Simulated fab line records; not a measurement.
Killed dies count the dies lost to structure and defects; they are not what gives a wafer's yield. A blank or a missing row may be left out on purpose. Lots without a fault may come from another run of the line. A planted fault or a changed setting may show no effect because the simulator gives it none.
Which of the tools did it? + flow berkeley_cmos170 + 12 lots, 36 wafers sampled, at 5 steps of a route of 331

== WHAT EACH GAUGE READ, for each wafer ==
UCB170_PSD_OVL_MEAS_07. Usual: PSD_OVL gives -3 nm (standard deviation 6.3).
| lot  | measured     | on         | PSD_OVL (nm) | flag |
|------|--------------|------------|--------------|------|
| L130 | day 6 17:28  | overlay-01 | -4 2 2       |      |
| L129 | day 6 17:41  | overlay-01 | 5 -2 -1      |      |
| L131 | day 7 06:49  | overlay-02 | 1 5 1        |      |
| L132 | day 7 11:19  | overlay-02 | -6 -6 -4     |      |
| L133 | day 7 17:40  | overlay-02 | -6 -6 0      |      |
| L134 | day 7 17:52  | overlay-02 | 5 1 1        |      |
| L135 | day 8 03:09  | overlay-01 | -6 -7 -5     |      |
| L136 | day 8 03:10  | overlay-01 | -2 -3 -6     |      |
| L138 | day 8 09:21  | overlay-02 | -1 -1 0      |      |
| L140 | day 9 00:59  | overlay-01 | -5 -2 -3     |      |
| L145 | day 10 08:21 | overlay-01 | -9 -6 -9     |      |
| L148 | day 10 08:41 | overlay-02 | -7 -10 -12   |      |

UCB170_PSD_TW_MEAS_10. Usual: PSD_TW gives 2333 (standard deviation 27).
| lot  | measured     | on            | PSD_TW         | flag |
|------|--------------|---------------|----------------|------|
| L130 | day 6 17:46  | film_metro-01 | 2299 2299 2299 |      |
| L129 | day 6 17:59  | film_metro-02 | 2382 2372 2386 |      |
| L131 | day 7 07:07  | film_metro-04 | 2321 2325 2321 |      |
| L132 | day 7 11:36  | film_metro-02 | 2362 2373 2359 |      |
| L133 | day 7 17:56  | film_metro-01 | 2308 2317 2300 |      |
| L134 | day 7 18:09  | film_metro-02 | 2381 2370 2367 |      |
| L135 | day 8 03:26  | film_metro-02 | 2352 2357 2366 |      |
| L136 | day 8 03:28  | film_metro-01 | 2312 2315 2310 |      |
| L138 | day 8 09:38  | film_metro-02 | 2365 2365 2373 |      |
| L140 | day 9 01:16  | film_metro-02 | 2383 2370 2374 |      |
| L145 | day 10 08:38 | film_metro-02 | 2329 2342 2347 |      |
| L148 | day 10 08:59 | film_metro-02 | 2329 2338 2338 |      |

UCB170_NSD_OVL_MEAS_07. Usual: NSD_OVL gives -5 nm (standard deviation 5.4).
| lot  | measured     | on         | NSD_OVL (nm) | flag |
|------|--------------|------------|--------------|------|
| L130 | day 6 22:47  | overlay-01 | -8 -6 -4     |      |
| L129 | day 6 23:02  | overlay-02 | 2 -6 3       |      |
| L131 | day 7 08:49  | overlay-01 | -6 1 -3      |      |
| L132 | day 7 12:53  | overlay-01 | -6 -1 -7     |      |
| L133 | day 7 19:45  | overlay-02 | 3 0 0        |      |
| L134 | day 7 20:09  | overlay-01 | -9 -7 -7     |      |
| L135 | day 8 04:45  | overlay-02 | -3 -6 -10    |      |
| L136 | day 8 05:01  | overlay-01 | -8 -8 -6     |      |
| L138 | day 8 11:25  | overlay-01 | -12 -8 -10   |      |
| L140 | day 9 02:55  | overlay-01 | 3 -8 3       |      |
| L145 | day 10 10:25 | overlay-02 | -3 -9 -3     |      |
| L148 | day 10 10:56 | overlay-01 | -3 -4 -4     |      |

UCB170_CONTACT_CD_MEAS_15: the cd target is 700 nm. Usual: cd_nm at 700.1 nm, with a standard deviation of 1.5.
| lot  | measured     | on        | cd_nm (nm)        | flag |
|------|--------------|-----------|-------------------|------|
| L130 | day 7 06:52  | cd_sem-02 | 699.9 699.7 699.7 |      |
| L129 | day 7 07:25  | cd_sem-01 | 699.9 699.4 699.1 |      |
| L131 | day 7 14:50  | cd_sem-01 | 699.9 699.5 700.2 |      |
| L132 | day 7 19:46  | cd_sem-02 | 701.7 702.1 701.4 |      |
| L133 | day 8 02:53  | cd_sem-01 | 697.8 699.5 699.7 |      |
| L134 | day 8 02:03  | cd_sem-01 | 700.5 700.3 701.4 |      |
| L135 | day 8 13:14  | cd_sem-02 | 701.9 702.4 702.1 |      |
| L136 | day 8 12:41  | cd_sem-02 | 699.1 702.1 702.2 |      |
| L138 | day 8 18:12  | cd_sem-02 | 700.7 698.9 700.0 |      |
| L140 | day 9 10:29  | cd_sem-02 | 700.6 700.0 700.9 |      |
| L145 | day 10 17:32 | cd_sem-02 | 701.8 707.8 707.6 | OFF  |
| L148 | day 10 20:30 | cd_sem-02 | 700.4 699.4 700.3 |      |

== EACH LOT AND THE TOOL THAT RAN IT (in order: tool; ch and the chambers of the sampled wafers; start) ==
| lot  | UCB170_CONTACT_EXPOSE_12          |
|------|-----------------------------------|
| L130 | krf_scanner-01 ch 0, day 7 06:26  |
| L129 | krf_scanner-02 ch 0, day 7 06:56  |
| L131 | krf_scanner-01 ch 0, day 7 14:26  |
| L132 | krf_scanner-01 ch 0, day 7 18:57  |
| L133 | krf_scanner-02 ch 0, day 8 02:28  |
| L134 | krf_scanner-01 ch 0, day 8 01:40  |
| L135 | krf_scanner-02 ch 0, day 8 12:14  |
| L136 | krf_scanner-02 ch 0, day 8 11:55  |
| L138 | krf_scanner-01 ch 0, day 8 17:49  |
| L140 | krf_scanner-01 ch 0, day 9 10:06  |
| L145 | krf_scanner-01 ch 0, day 10 16:36 |
| L148 | krf_scanner-02 ch 0, day 10 20:01 |
- UCB170_CONTACT_EXPOSE_12: exposes mask CONT, target cd 700 nm.

== WHAT THE TOOLS THEMSELVES READ (means of the sampled wafers that have a number; where no wafer has one, the mark that the record gives instead) ==
UCB170_CONTACT_EXPOSE_12. Usual: exposure_dose_mJ_cm2 at 34.99, with a standard deviation of 0.031.
| lot  | tool           | exposure_dose_mJ_cm2 | flag |
|------|----------------|----------------------|------|
| L130 | krf_scanner-01 | 34.97                |      |
| L129 | krf_scanner-02 | 34.96                |      |
| L131 | krf_scanner-01 | 34.99                |      |
| L132 | krf_scanner-01 | 35.01                |      |
| L133 | krf_scanner-02 | 35.02                |      |
| L134 | krf_scanner-01 | 34.94                |      |
| L135 | krf_scanner-02 | 34.97                |      |
| L136 | krf_scanner-02 | 35.02                |      |
| L138 | krf_scanner-01 | 34.98                |      |
| L140 | krf_scanner-01 | 34.98                |      |
| L145 | krf_scanner-01 | 34.81                | OFF  |
| L148 | krf_scanner-02 | 34.99                |      |

== THE ANSWER, worked out from the rows above alone ==
Rule: take the mean of a lot's wafers that have a number; if it is more than 3 standard deviations from the usual mean, the lot is off. A lot without any number at a reading at which 4 lots or more have one is off too. All remaining lots with rows at the step are treated as sound. After the gauges, taken in route order, come the tools' own readings; for these a lot's mean is taken, as printed above. At the first step where some lot is off, the reading lying furthest off is the one used; lots without a number count as furthest.
Off at UCB170_CONTACT_CD_MEAS_15 (cd_nm): L145.
If a tool, at a process step before that reading, ran all the lots that are off and no sound lot after the first of them, it fits. Not tried: the gauges at UCB170_CONTACT_CD_MEAS_15; whatever is off there is also off at UCB170_CONTACT_EXPOSE_12, on other tools, and gauge error can't account for it. One fits: krf_scanner-01 at UCB170_CONTACT_EXPOSE_12. A fault onset in the window from L140 (day 9 10:06, its last sound lot) to L145 (day 10 16:36, its first lot off) fits.
On the lots that are off, the tool's own readings at UCB170_CONTACT_EXPOSE_12 differ by more than 5 times the standard deviation of the sound lots' means, which bears it out; exposure_dose_mJ_cm2 reads 34.81 there versus 34.98 on the sound lots.

== WHAT HAD BEEN PUT IN BY THE SIMULATOR ==
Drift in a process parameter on krf_scanner-01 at UCB170_CONTACT_EXPOSE_12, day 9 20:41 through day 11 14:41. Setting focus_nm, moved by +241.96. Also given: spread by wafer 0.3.
Struck lots among those shown: L145. The rule given above showed the same thing.
